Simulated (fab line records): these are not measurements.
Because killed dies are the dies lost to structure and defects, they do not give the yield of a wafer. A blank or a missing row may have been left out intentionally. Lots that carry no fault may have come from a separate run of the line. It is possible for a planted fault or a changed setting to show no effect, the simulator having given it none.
Tool commonality check || flow berkeley-cmos170 || 14 lots and 48 wafers in the sample

== THE REASON FOR OPENING IT ==
UCB170_NVT_TW_MEAS_09, reading NVT_TW: flagged on 2 of 14 lots. Wafers without a fault read 530, standard deviation 3.7.
Rule: a lot is flagged when every wafer of it that has a number lies more than 4 standard deviations from that mean, or none has a number. The rest of the lots are taken to be sound.

{"lot": "L831", "measured": "day 6 14:16", "on": "film-metro-01", "NVT_TW, wafer by wafer": "531 529 525", "flag": ""}
{"lot": "L830", "measured": "day 6 14:31", "on": "film-metro-01", "NVT_TW, wafer by wafer": "530 531 532", "flag": ""}
{"lot": "L833", "measured": "day 7 06:49", "on": "film-metro-04", "NVT_TW, wafer by wafer": "528 526 531", "flag": ""}
{"lot": "L835", "measured": "day 7 18:36", "on": "film-metro-04", "NVT_TW, wafer by wafer": "529 530 532", "flag": ""}
{"lot": "L834", "measured": "day 7 18:53", "on": "film-metro-01", "NVT_TW, wafer by wafer": "533 533 533", "flag": ""}
{"lot": "L838", "measured": "day 8 03:04", "on": "film-metro-04", "NVT_TW, wafer by wafer": "526 525 522", "flag": ""}
{"lot": "L839", "measured": "day 8 12:44", "on": "film-metro-04", "NVT_TW, wafer by wafer": "522 524 522", "flag": ""}
{"lot": "L840", "measured": "day 8 12:50", "on": "film-metro-04", "NVT_TW, wafer by wafer": "524 527 522", "flag": ""}
{"lot": "L846", "measured": "day 10 09:46", "on": "film-metro-01", "NVT_TW, wafer by wafer": "478 479 478 478 479 479", "flag": "FLAGGED"}
{"lot": "L849", "measured": "day 10 10:02", "on": "film-metro-01", "NVT_TW, wafer by wafer": "536 533 533", "flag": ""}
{"lot": "L847", "measured": "day 10 10:04", "on": "film-metro-04", "NVT_TW, wafer by wafer": "471 470 470 473 467 471", "flag": "FLAGGED"}
{"lot": "L850", "measured": "day 10 16:53", "on": "film-metro-02", "NVT_TW, wafer by wafer": "527 532 533", "flag": ""}
{"lot": "L851", "measured": "day 10 17:08", "on": "film-metro-01", "NVT_TW, wafer by wafer": "535 535 533", "flag": ""}
{"lot": "L853", "measured": "day 11 14:40", "on": "film-metro-01", "NVT_TW, wafer by wafer": "535 534 534", "flag": ""}
The numbers of the flagged lots are 474 on average: -56 against the usual, or -15 standard deviations.

== EACH LOT AND THE TOOL IT RAN ON ==
The record keeps 1 process step preceding the reading, out of 331 steps on the route. Every cell lists first the tool, next ch and the chambers used by the sampled wafers, and last the start.
{"lot": "L831", "flag": "", "UCB170_NVT_IMPLANT_07": "implanter-03 ch 0, day 6 14:01"}
{"lot": "L830", "flag": "", "UCB170_NVT_IMPLANT_07": "implanter-01 ch 0, day 6 14:17"}
{"lot": "L833", "flag": "", "UCB170_NVT_IMPLANT_07": "implanter-03 ch 0, day 7 06:34"}
{"lot": "L835", "flag": "", "UCB170_NVT_IMPLANT_07": "implanter-03 ch 0, day 7 18:21"}
{"lot": "L834", "flag": "", "UCB170_NVT_IMPLANT_07": "implanter-01 ch 0, day 7 18:40"}
{"lot": "L838", "flag": "", "UCB170_NVT_IMPLANT_07": "implanter-02 ch 0, day 8 02:49"}
{"lot": "L839", "flag": "", "UCB170_NVT_IMPLANT_07": "implanter-01 ch 0, day 8 12:31"}
{"lot": "L840", "flag": "", "UCB170_NVT_IMPLANT_07": "implanter-02 ch 0, day 8 12:35"}
{"lot": "L846", "flag": "FLAGGED", "UCB170_NVT_IMPLANT_07": "implanter-01 ch 0, day 10 09:31"}
{"lot": "L849", "flag": "", "UCB170_NVT_IMPLANT_07": "implanter-03 ch 0, day 10 09:47"}
{"lot": "L847", "flag": "FLAGGED", "UCB170_NVT_IMPLANT_07": "implanter-01 ch 0, day 10 09:49"}
{"lot": "L850", "flag": "", "UCB170_NVT_IMPLANT_07": "implanter-02 ch 0, day 10 16:38"}
{"lot": "L851", "flag": "", "UCB170_NVT_IMPLANT_07": "implanter-03 ch 0, day 10 16:54"}
{"lot": "L853", "flag": "", "UCB170_NVT_IMPLANT_07": "implanter-02 ch 0, day 11 14:25"}
What is done by these steps:
- UCB170_NVT_IMPLANT_07
- UCB170_NVT_TW_MEAS_09

== FLAGGED OVER TOTAL, TOOL BY TOOL (the gauges that took the reading come last) ==
{"step": "UCB170_NVT_IMPLANT_07", "tool": "implanter-01", "lots run": 5, "flagged": 2, "share of the flagged lots": "all", "sound lots run after its first flagged lot": 0}
{"step": "UCB170_NVT_IMPLANT_07", "tool": "implanter-02", "lots run": 4, "flagged": 0, "share of the flagged lots": "none", "sound lots run after its first flagged lot": "-"}
{"step": "UCB170_NVT_IMPLANT_07", "tool": "implanter-03", "lots run": 5, "flagged": 0, "share of the flagged lots": "none", "sound lots run after its first flagged lot": "-"}
{"step": "UCB170_NVT_TW_MEAS_09", "tool": "film-metro-01", "lots run": 7, "flagged": 1, "share of the flagged lots": "some", "sound lots run after its first flagged lot": "3 (L849,L851,L853)"}
{"step": "UCB170_NVT_TW_MEAS_09", "tool": "film-metro-02", "lots run": 1, "flagged": 0, "share of the flagged lots": "none", "sound lots run after its first flagged lot": "-"}
{"step": "UCB170_NVT_TW_MEAS_09", "tool": "film-metro-04", "lots run": 6, "flagged": 1, "share of the flagged lots": "some", "sound lots run after its first flagged lot": 0}

== WHAT IS ALLOWED BY THE TABLE ==
All flagged lots share 1 row of the table, namely implanter-01 at UCB170_NVT_IMPLANT_07.
- implanter-01 at UCB170_NVT_IMPLANT_07: 2 of its 5 lots flagged. A fault beginning between L839 (day 8 12:31), its last sound lot, and L846 (day 10 09:31), its first flagged one, fits the data. Its own readings lie more than 4 standard deviations out on every wafer of the flagged lots: beam-energy-keV.
Left over: one tool, implanter-01 at UCB170_NVT_IMPLANT_07.

== WHAT THE SIMULATOR HAD PUT IN ==
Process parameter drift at UCB170_NVT_IMPLANT_07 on implanter-01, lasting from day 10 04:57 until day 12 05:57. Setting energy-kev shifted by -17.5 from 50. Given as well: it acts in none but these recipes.
Shown lots that were struck: L846, L847. This agrees with what the rule above found.
